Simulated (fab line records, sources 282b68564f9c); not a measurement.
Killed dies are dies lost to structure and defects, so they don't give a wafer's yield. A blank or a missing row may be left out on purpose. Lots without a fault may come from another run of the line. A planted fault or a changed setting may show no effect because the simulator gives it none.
Problem report in the 8D (eight disciplines) form, filled by code | flow rit_cmos | the parts of the form that need people (team, actions taken, sign-off) are left out

1. THE PROBLEM
developer_temp_C at RIT_NLDD_DEVELOP_05 reads a mean of 23.91 C on 6 wafers of 2 lots; wafers without a fault read 23.02 C with a standard deviation of 0.11. That is +8.1 standard deviations from the usual mean.
The step: develop time 50 s.
First seen on wafer L607.1, day 6 11:00, on litho_track-01. The record holds 42 wafers of 14 lots with a number at this step. Rule for "out", or "out of limits": more than 4 standard deviations from the usual mean. The other wafers with a number count as sound.

2. WHAT IT IS AND WHAT IT IS NOT
question                    | is                     | is not
which readings at this step | developer_temp_C       | -
which lots                  | L607, L610             | L590, L591, L593, L594, L596, L597, L598, L599, L600, L601, L603, L613
which wafers of those lots  | all that have a number | -
read on which tools         | litho_track-01         | litho_track-02, litho_track-03
when                        | from day 6 11:00       | up to then (33 sound wafers); but 3 sound wafers of L613 came after

3. SUSPECTS, AND WHAT RULES EACH OUT
Counting: a tool at a process step up to the reading stays a suspect if it ran every lot that is out and no sound lot after the first of them.
- litho_track-01 at RIT_NLDD_DEVELOP_05 (develop time 50 s): kept. It ran every lot that is out, first L607 (day 6 11:00), and no sound lot after that; its last sound lot up to then is L603 (day 5 15:00). Its own readings are out on those wafers: developer_temp_C.
Left after counting: litho_track-01 at RIT_NLDD_DEVELOP_05.

4. THE CAUSE (what the simulator had put in)
Process parameter drift: litho_track-01, from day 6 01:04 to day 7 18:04, at RIT_NLDD_DEVELOP_05. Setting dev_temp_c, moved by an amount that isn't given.
Counting left only this tool.

5. THE CHAIN OF EFFECTS, in route order
Each row: a reading whose mean over the struck wafers that have a number lies more than 3 standard deviations from the usual. Only readings for which the record gives a usual standard deviation are gone through. hours: the time from each lot's start at the first step in this table that gives one to its start at this step, as a median over the lots. sigmas: the change in usual standard deviations.
hours | step                | reading          | usual   | on struck wafers | change | sigmas
0     | RIT_NLDD_DEVELOP_05 | developer_temp_C | 23.02 C | 23.91            | +0.89  | +8.1
The process steps in it:
- RIT_NLDD_DEVELOP_05: develop time 50 s.
Later measuring or inspecting steps at which every struck wafer that the step has a row for has a number for every such reading, and none has moved that far: RIT_PSD_TW_MEAS_10.

6. WHAT WOULD HAVE CAUGHT IT SOONER
In this record the first reading out of limits was taken at day 6 11:00, 10 hours after the fault began at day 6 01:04.
